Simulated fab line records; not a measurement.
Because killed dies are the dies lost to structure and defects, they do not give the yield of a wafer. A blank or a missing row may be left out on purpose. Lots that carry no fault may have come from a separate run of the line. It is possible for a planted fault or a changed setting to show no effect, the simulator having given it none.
Matching of chambers | flow berkeley cmos170 | UCB170_ACTIVE_ETCH_15 on rie diel-01: 4 sister chambers
The step etches Si3N4 in CH3F/Ar/O2, stops on SiO2, target depth 242 nm, time 151 s. 8 wafers are shown with their chamber, then 8 later ones without.

## WAFERS PAIRED WITH THEIR CHAMBERS
wafer  | chamber | throttle valve pct (%) | drypump motor current A (A)
L647.4 | 0       | 7.94                   | 5.8
L655.3 | 1       | 7.91                   | 5.5
L655.4 | 3       | 8.28                   | 5.1
L655.6 | 2       | 7.92                   | 5.8
L653.2 | 3       | 8.27                   | 5.1
L653.3 | 0       | 7.94                   | 5.8
L653.4 | 2       | 7.92                   | 5.8
L656.2 | 1       | 7.90                   | 5.6

## WAFERS WITH NO CHAMBER GIVEN
wafer  | throttle valve pct (%) | drypump motor current A (A)
L656.3 | 7.92                   | 5.8
L656.5 | 8.29                   | 5.1
L665.1 | 7.93                   | 5.8
L665.4 | 8.26                   | 5.1
L665.6 | 7.92                   | 5.8
L667.3 | 7.92                   | 5.8
L667.4 | 7.96                   | 5.8
L667.5 | 7.91                   | 5.8

## WHICH CHAMBER EACH WENT THROUGH
wafer  | from the rows above     | in truth
L656.3 | 2                       | 2
L656.5 | 3                       | 3
L665.1 | can't be placed: 2 or 0 | 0
L665.4 | 3                       | 3
L665.6 | 2                       | 2
L667.3 | 2                       | 2
L667.4 | 0                       | 0
L667.5 | 2                       | 2
Placed correctly: 7 of 8. Unplaceable from these rows: 1, with the true chamber sitting among the candidates in 1. Wrongly placed: 0.
How it was worked out, from the rows above alone: a wafer's distance from a chamber is the root of the sum, over the readings, of the square of ((its reading less the chamber's mean) divided by the reading's scatter). If the next closest chamber is less than 2 further off than the closest, the wafer can't be placed; otherwise it belongs to the closest. Each chamber's mean is taken over the wafers shown for it. The scatter: the root of (the sum of the squares of (reading less its chamber's mean) over the shown wafers, divided by (wafers less chambers)).
